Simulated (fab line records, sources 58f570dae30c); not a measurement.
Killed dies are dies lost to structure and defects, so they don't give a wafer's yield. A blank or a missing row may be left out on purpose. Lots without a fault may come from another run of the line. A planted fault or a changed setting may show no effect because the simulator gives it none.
Which tool did it? | flow berkeley_cmos170 | 14 lots, 42 wafers sampled, at 4 steps of a route of 331

WHAT THE GAUGES READ, wafer by wafer
UCB170_ACTIVE_CD_MEAS_13: target cd 1200 nm. Usual: cd_nm 1200.5 nm, standard deviation 1.4.
lot  | measured    | on        | cd_nm (nm)           | flag
L996 | day 4 15:04 | cd_sem-01 | 1199.6 1198.3 1198.7 |
L997 | day 4 22:14 | cd_sem-01 | 1199.4 1199.6 1199.7 |
L998 | day 5 04:10 | cd_sem-01 | 1200.1 1199.6 1201.0 |
L999 | day 5 19:11 | cd_sem-01 | 1199.0 1199.3 1200.8 |
L100 | day 5 19:01 | cd_sem-01 | 1200.6 1200.5 1199.8 |
L101 | day 5 19:47 | cd_sem-01 | 1201.1 1201.4 1201.9 |
L103 | day 6 10:22 | cd_sem-02 | 1198.4 1200.1 1200.9 |
L109 | day 7 14:50 | cd_sem-02 | 1199.1 1199.6 1199.6 |
L111 | day 7 14:31 | cd_sem-01 | 1200.7 1200.4 1200.2 |
L113 | day 8 00:51 | cd_sem-01 | 1198.0 1201.4 1198.7 |
L112 | day 8 00:44 | cd_sem-01 | 1201.4 1200.1 1199.0 |
L114 | day 8 01:05 | cd_sem-01 | 1200.4 1199.7 1200.2 |
L116 | day 9 05:02 | cd_sem-01 | 1202.4 1201.3 1200.4 |
L119 | day 9 15:17 | cd_sem-02 | 1200.8 1199.5 1200.4 |

UCB170_NVT_OVL_MEAS_06. Usual: NVT_OVL -1 nm, standard deviation 4.8.
lot  | measured     | on         | NVT_OVL (nm) | flag
L996 | day 6 05:17  | overlay-02 | 4 5 3        |
L997 | day 6 12:31  | overlay-02 | -3 -1 -4     |
L998 | day 6 15:58  | overlay-02 | -8 -5 -8     |
L999 | day 7 08:59  | overlay-01 | 1 2 1        |
L100 | day 7 09:09  | overlay-02 | 2 -3 3       |
L101 | day 7 09:16  | overlay-01 | 2 6 1        |
L103 | day 7 23:37  | overlay-01 | -3 -4 -8     |
L109 | day 9 11:11  | overlay-02 | 4 -1 2       |
L111 | day 9 11:18  | overlay-01 | 6 6 5        |
L113 | day 10 02:53 | overlay-02 | 0 2 -3       |
L112 | day 10 02:36 | overlay-02 | -2 -4 3      |
L114 | day 10 02:47 | overlay-01 | 2 1 7        |
L116 | day 11 03:31 | overlay-02 | 0 -3 -2      |
L119 | day 11 03:04 | overlay-02 | -9 -10 -3    |

UCB170_NVT_TW_MEAS_09. Usual: NVT_TW 517.2, standard deviation 2.8.
lot  | measured     | on            | NVT_TW            | flag
L996 | day 6 05:35  | film_metro-04 | 513.7 514.3 515.6 |
L997 | day 6 12:48  | film_metro-04 | 515.3 516.5 515.8 |
L998 | day 6 16:15  | film_metro-03 | 519.1 517.2 516.2 |
L999 | day 7 09:16  | film_metro-04 | 515.2 516.2 513.2 |
L100 | day 7 09:26  | film_metro-02 | 512.2 515.1 514.2 |
L101 | day 7 09:33  | film_metro-04 | 516.5 517.4 514.2 |
L103 | day 7 23:55  | film_metro-02 | 517.2 513.2 513.5 |
L109 | day 9 11:28  | film_metro-04 | 515.4 518.1 517.0 |
L111 | day 9 11:36  | film_metro-03 | 521.4 522.3 522.6 |
L113 | day 10 03:10 | film_metro-03 | 519.0 519.0 515.6 |
L112 | day 10 02:53 | film_metro-04 | 521.4 518.4 519.6 |
L114 | day 10 03:04 | film_metro-02 | 515.7 514.7 513.6 |
L116 | day 11 03:49 | film_metro-03 | 520.2 519.7 515.3 |
L119 | day 11 03:22 | film_metro-02 | 512.5 514.2 511.9 |

WHICH TOOL RAN EACH LOT (tool, then ch and the chambers of the sampled wafers, then the start)
lot  | UCB170_ZERO_STRIP_07
L996 | plasma_asher-04 ch 0,1, day 1 18:16
L997 | plasma_asher-04 ch 0, day 1 23:33
L998 | plasma_asher-04 ch 0,1, day 2 09:02
L999 | plasma_asher-04 ch 0, day 2 15:35
L100 | plasma_asher-01 ch 0,1, day 2 18:51
L101 | plasma_asher-04 ch 0,1, day 2 19:05
L103 | plasma_asher-04 ch 0,1, day 3 10:14
L109 | plasma_asher-01 ch 0,1, day 4 17:06
L111 | plasma_asher-01 ch 0,1, day 4 21:49
L113 | plasma_asher-03 ch 0,1, day 5 09:08
L112 | plasma_asher-01 ch 0,1, day 5 09:08
L114 | plasma_asher-01 ch 0,1, day 5 14:06
L116 | plasma_asher-01 ch 0,1, day 6 02:30
L119 | plasma_asher-01 ch 0,1, day 6 15:19
- UCB170_ZERO_STRIP_07: strips in O2.

WHAT THE TOOLS THEMSELVES READ (means of the sampled wafers that have a number; where no wafer has one, the mark that the record gives instead)
UCB170_ZERO_STRIP_07. Usual: drypump_motor_current_A 5.8 A, standard deviation 0.6; o2_flow_sccm 399.8 sccm, standard deviation 1.1; oes_product_au 0.727 a.u., standard deviation 0.0038; strip_time_to_endpoint_s 21.47 s, standard deviation 0.065.
lot  | tool            | drypump_motor_current_A (A) | o2_flow_sccm (sccm) | oes_product_au (a.u.) | strip_time_to_endpoint_s (s) | flag
L996 | plasma_asher-04 | 6.6                         | 400.0               | 0.725                 | 21.56                        |
L997 | plasma_asher-04 | 6.5                         | 401.1               | 0.730                 | 21.50                        |
L998 | plasma_asher-04 | 6.6                         | 400.1               | 0.731                 | 21.48                        |
L999 | plasma_asher-04 | 6.5                         | 398.5               | 0.729                 | 21.45                        |
L100 | plasma_asher-01 | 5.3                         | 399.6               | 0.733                 | 21.54                        |
L101 | plasma_asher-04 | 6.6                         | 320.1               | 0.709                 | 22.21                        | OFF
L103 | plasma_asher-04 | 6.6                         | 321.1               | 0.710                 | 22.12                        | OFF
L109 | plasma_asher-01 | 5.3                         | 399.3               | 0.727                 | 21.48                        |
L111 | plasma_asher-01 | 5.3                         | 400.2               | 0.728                 | 21.44                        |
L113 | plasma_asher-03 | 5.5                         | 398.9               | 0.724                 | 21.46                        |
L112 | plasma_asher-01 | 5.3                         | 399.8               | 0.729                 | 21.42                        |
L114 | plasma_asher-01 | 5.3                         | 400.6               | 0.726                 | 21.44                        |
L116 | plasma_asher-01 | 5.2                         | 400.1               | 0.724                 | 21.40                        |
L119 | plasma_asher-01 | 5.2                         | 401.0               | 0.729                 | 21.49                        |

THE ANSWER, worked out from the rows above alone
Rule: a lot is off if the mean of its wafers that have a number lies more than 3 standard deviations from the usual mean. A lot without any number at a reading at which 4 lots or more have one is off too. The other lots that the step has rows for count as sound. The gauges are gone through in route order, then the tools' own readings, and for those a lot's mean is taken as printed above. The first step at which some lot is off is used, and at that step the reading that is off furthest; a lot without a number counts as furthest.
Off: L101, L103, at UCB170_ZERO_STRIP_07 (o2_flow_sccm).
A tool fits if, at that step or a process step before it, it ran every lot that is off, and no sound lot after the first of them. One fits: plasma_asher-04 at UCB170_ZERO_STRIP_07. Its last sound lot is L999 (day 2 15:35), its first lot that is off L101 (day 2 19:05): a fault that began between those two fits.
The tool's own readings at UCB170_ZERO_STRIP_07 bear it out: on the lots that are off they differ by more than 5 times the standard deviation of the sound lots' means. o2_flow_sccm reads 320.6 sccm there against 399.9 sccm on the sound lots; oes_product_au reads 0.710 a.u. there against 0.728 a.u. on the sound lots; strip_time_to_endpoint_s reads 22.16 s there against 21.47 s on the sound lots.

WHAT THE SIMULATOR HAD PUT IN
Process parameter drift: plasma_asher-04, from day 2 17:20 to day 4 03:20, at UCB170_ZERO_STRIP_07. Setting o2_flow_sccm, moved by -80, from 400. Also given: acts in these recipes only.
Lots struck among those shown: L101, L103. The rule above found the same.
